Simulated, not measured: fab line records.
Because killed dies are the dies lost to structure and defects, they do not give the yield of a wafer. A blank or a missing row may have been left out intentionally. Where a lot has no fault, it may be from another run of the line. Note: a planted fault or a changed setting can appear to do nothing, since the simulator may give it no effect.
Which tool was responsible? / flow berkeley-cmos170 / 7 lots, 21 wafers sampled, at 4 steps of a route of 331

## WHAT EACH GAUGE READ, for each wafer
UCB170_M1_CD_MEAS_90: the cd target is 700 nm.
lot=L293; measured=day 6 21:05; on=cd-sem-02; cd-nm (nm)=699.1 698.1 701.9
lot=L296; measured=day 7 12:04; on=cd-sem-01; cd-nm (nm)=699.1 700.8 702.4
lot=L298; measured=day 8 04:40; on=cd-sem-02; cd-nm (nm)=699.9 699.5 699.7
lot=L300; measured=day 8 10:22; on=cd-sem-01; cd-nm (nm)=701.4 703.9 703.9
lot=L302; measured=day 9 06:35; on=cd-sem-01; cd-nm (nm)=698.5 701.5 699.1
lot=L308; measured=day 10 09:55; on=cd-sem-01; cd-nm (nm)=674.7 698.4 674.8
lot=L314; measured=day 11 16:55; on=cd-sem-01; cd-nm (nm)=699.0 702.8 699.5

## EACH LOT AND THE TOOL THAT RAN IT (in order: tool; ch and the chambers of the sampled wafers; start)
lot=L293; UCB170_ACTIVE_STRIP_16=plasma-asher-03 ch 0,1, day 4 01:35; UCB170_M1_METAL_ETCH_12=rie-metal-03 ch 0, day 6 20:46; UCB170_M1_STRIP_13=plasma-asher-03 ch 0,1, day 6 20:53
lot=L296; UCB170_ACTIVE_STRIP_16=plasma-asher-02 ch 0,1, day 4 15:08; UCB170_M1_METAL_ETCH_12=rie-metal-02 ch 0,1, day 7 11:50; UCB170_M1_STRIP_13=plasma-asher-03 ch 0,1, day 7 11:58
lot=L298; UCB170_ACTIVE_STRIP_16=plasma-asher-03 ch 0,1, day 5 00:49; UCB170_M1_METAL_ETCH_12=rie-metal-04 ch 0,1, day 8 04:25; UCB170_M1_STRIP_13=plasma-asher-01 ch 0,1, day 8 04:34
lot=L300; UCB170_ACTIVE_STRIP_16=plasma-asher-03 ch 0,1, day 5 13:53; UCB170_M1_METAL_ETCH_12=rie-metal-02 ch 0,1, day 8 10:08; UCB170_M1_STRIP_13=plasma-asher-01 ch 0,1, day 8 10:16
lot=L302; UCB170_ACTIVE_STRIP_16=plasma-asher-03 ch 0,1, day 6 00:18; UCB170_M1_METAL_ETCH_12=rie-metal-03 ch 1, day 9 06:15; UCB170_M1_STRIP_13=plasma-asher-03 ch 0,1, day 9 06:28
lot=L308; UCB170_ACTIVE_STRIP_16=plasma-asher-03 ch 0, day 7 05:04; UCB170_M1_METAL_ETCH_12=rie-metal-04 ch 0,1, day 10 09:40; UCB170_M1_STRIP_13=plasma-asher-04 ch 0,1, day 10 09:49
lot=L314; UCB170_ACTIVE_STRIP_16=plasma-asher-04 ch 0,1, day 9 01:04; UCB170_M1_METAL_ETCH_12=rie-metal-02 ch 0,1, day 11 16:40; UCB170_M1_STRIP_13=plasma-asher-03 ch 0,1, day 11 16:47
- UCB170_ACTIVE_STRIP_16: strips in O2.
- UCB170_M1_METAL_ETCH_12: etches Al in Cl2/BCl3, stops on PSG, target depth 780 nm, time 130 s.
- UCB170_M1_STRIP_13: strips in O2.

## THE ANSWER, worked out from the rows above alone
Rule: the usual values come from the lots themselves. Put in order of their means at a reading, lots are off if they are a third of the lots or fewer, leave a main group of 4 or more, and stand apart from it by a gap of 3 or more times the standard deviation of the main group's means; of several such gaps the widest counts. A main group is skipped when, at the precision printed for the reading in the tables above, its means are all equal. A lot without any number at a reading at which 4 lots or more have one is off too. The other lots that the step has rows for count as sound.
Off: L308 (UCB170_M1_CD_MEAS_90, cd-nm). For the main group the mean is 700.6 nm and the standard deviation 1.2.
A tool fits if, at a process step before that reading, it ran every lot that is off, and no sound lot after the first of them. Those tools and the gauges at UCB170_M1_CD_MEAS_90 are tried in the same way. Can't be told from this: 3 tools fit, plasma-asher-03 at UCB170_ACTIVE_STRIP_16, rie-metal-04 at UCB170_M1_METAL_ETCH_12, plasma-asher-04 at UCB170_M1_STRIP_13.

## WHAT HAD BEEN PUT IN BY THE SIMULATOR
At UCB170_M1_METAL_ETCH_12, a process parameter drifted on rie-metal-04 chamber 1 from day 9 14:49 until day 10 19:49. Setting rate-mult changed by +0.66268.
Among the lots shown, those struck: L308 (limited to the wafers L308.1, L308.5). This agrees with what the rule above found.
